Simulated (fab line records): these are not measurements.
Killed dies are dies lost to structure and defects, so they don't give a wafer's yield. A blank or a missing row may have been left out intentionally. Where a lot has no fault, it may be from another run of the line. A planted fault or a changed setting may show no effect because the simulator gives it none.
Problem report, 8D (eight disciplines) form, completed by code | flow berkeley_cmos170 | the parts of the form that need people (team, actions taken, sign-off) are left out

== 1. WHAT WENT WRONG ==
Wafers without a fault read 30.001 mTorr, standard deviation 0.026; chamber_pressure_mTorr at UCB170_M2_ETCH_17 reads a mean of 35.996 mTorr on 6 wafers belonging to 2 lots. So: +99 or more standard deviations from the usual mean.
The step: etches BARC in N2/H2.
First seen on wafer L295.1, day 10 17:53, on rie_diel-04. Wafers with a number at this step in the record: 42, from 14 lots. Rule for "out", or "out of limits": more than 4 standard deviations from the usual mean. The rest of the wafers with a number are treated as sound.

== 2. WHAT THIS IS AND IS NOT ==
question                    | is                     | is not
which readings at this step | chamber_pressure_mTorr | drypump_motor_current_A, oes_product_au, throttle_valve_pct
which lots                  | L295, L296             | L283, L284, L286, L290, L292, L297, L298, L300, L302, L303, L304, L305
which wafers of those lots  | all that have a number | -
read on which tools         | rie_diel-04            | rie_diel-02, rie_diel-03
when                        | from day 10 17:53      | up to then (15 sound wafers); but 21 sound wafers of L297, L298, L300, L302, L303, L304, L305 came after

== 3. SUSPECTS, AND WHAT RULES EACH OUT ==
Counting: a tool at a process step up to the reading stays a suspect if it ran every lot that is out and no sound lot after the first of them.
- rie_diel-04 at UCB170_M2_ETCH_17 (etches BARC in N2/H2): kept. Every lot that is out went through it, starting with L295 (day 10 17:53), and after that it ran no sound lot; the last sound lot it ran before then is L292 (day 10 04:38). Its own chamber_pressure_mTorr readings are out on those wafers.
After counting, what remains is rie_diel-04 at UCB170_M2_ETCH_17.

== 4. THE CAUSE (what the simulator had put in) ==
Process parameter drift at UCB170_M2_ETCH_17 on rie_diel-04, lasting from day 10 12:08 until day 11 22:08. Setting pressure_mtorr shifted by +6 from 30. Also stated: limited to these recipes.
Counting left only this tool.

== 5. THE CHAIN OF EFFECTS, in route order ==
One row per reading whose mean, taken over the struck wafers that have a number, lies over 3 standard deviations from the usual. Scope: only readings with a usual standard deviation given in the record; hours: median across lots of the time from each lot's start at the first step in this table that gives one to its start at this step; sigmas: change in usual standard deviations.
hours | step              | reading                | usual        | on struck wafers | change | sigmas
0     | UCB170_M2_ETCH_17 | chamber_pressure_mTorr | 30.001 mTorr | 35.996           | +5.995 | +99 or more
Process steps it contains:
- UCB170_M2_ETCH_17: etches BARC in N2/H2.

== 6. HOW IT WOULD HAVE BEEN CAUGHT EARLIER ==
First out-of-limits reading in this record: day 10 17:53, which is 6 hours after fault onset at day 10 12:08.
